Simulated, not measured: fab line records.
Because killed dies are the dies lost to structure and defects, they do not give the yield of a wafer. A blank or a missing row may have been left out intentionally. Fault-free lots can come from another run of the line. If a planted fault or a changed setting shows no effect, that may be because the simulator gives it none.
A lot that was struck, set against a sound lot | flow rit_cmos | 14 steps out of a route of 202
Sound: the wafers L295.1, L295.2, L295.5. Wafers struck: L299.1, L299.4, L299.5. At the end, the cause is stated.
At each step with rows: each side's tool, then ch and its chambers, then its first start. Under that, the readings that differ: sound wafers | struck wafers | difference of the means | sigmas: that difference in standard deviations of wafers without a fault.
alike: readings whose means differ by less than 2 such deviations, and words and numbers that are the same on both sides. not compared: withheld readings, readings that some wafer has no value for, bounds like >300 that may hide the same value, and numbers for which the record gives no deviation and whose values overlap.
Wherever a step has rows on one side only, a row that says differs or no value, or a row with sigmas, the two part there. Numbers that don't overlap but have no deviation are shown without sigmas and don't part them. A reading missing from all wafers of one side parts the sides only when that side holds two or more wafers.

first, 4 steps without rows for these wafers: RIT_NRETRO_SOFTBAKE_02 (time 60 s); RIT_NRETRO_EXPOSE_03 (exposes mask M4, target cd 43900 nm); RIT_NRETRO_PEB_04; RIT_NRETRO_DEVELOP_05 (develop time 68 s).
RIT_NRETRO_OVL_MEAS_06:
  sound on overlay-02, day 2 21:35; struck on overlay-02, day 3 21:13
  alike: NRETRO_OVL
then, 2 steps without rows for these wafers: RIT_NRETRO_HARDBAKE_07 (time 120 s); RIT_NRETRO_IMPLANT_08.
RIT_NRETRO_STRIP_09: strips in O2, time 180 s.
  sound on plasma_asher-02 ch 0,1, day 2 22:10; struck on plasma_asher-01 ch 0,1, day 3 21:40
  alike: drypump_motor_current_A
  not compared: rf_hours_counter_h
RIT_NRETRO_TW_MEAS_10:
  sound on film_metro-02, day 2 22:20; struck on film_metro-03, day 3 21:50
  alike: NRETRO_TW
then, 3 steps without rows for these wafers: RIT_PRETRO_HMDS_00 (prime time 60 s); RIT_PRETRO_COAT_01 (resist thk 1300 nm); RIT_PRETRO_SOFTBAKE_02 (time 60 s).
RIT_PRETRO_EXPOSE_03: exposes mask M5, target cd 43700 nm.
  sound on iline_stepper-02 ch 0, day 2 23:08; struck on iline_stepper-01, day 3 22:28
  no value came back on the struck wafers for exposure_dose_mJ_cm2, focus_offset_nm (nm), stage_vel_mm_s (mm/s); on the sound wafers exposure_dose_mJ_cm2 reads 249.94 249.79 249.93
  alike: mask
then, 1 step without rows for these wafers: RIT_PRETRO_PEB_04.

## WHERE THEY PART
At RIT_PRETRO_EXPOSE_03 and nowhere else, as far as this record goes.

WHY: what had been put in by the simulator
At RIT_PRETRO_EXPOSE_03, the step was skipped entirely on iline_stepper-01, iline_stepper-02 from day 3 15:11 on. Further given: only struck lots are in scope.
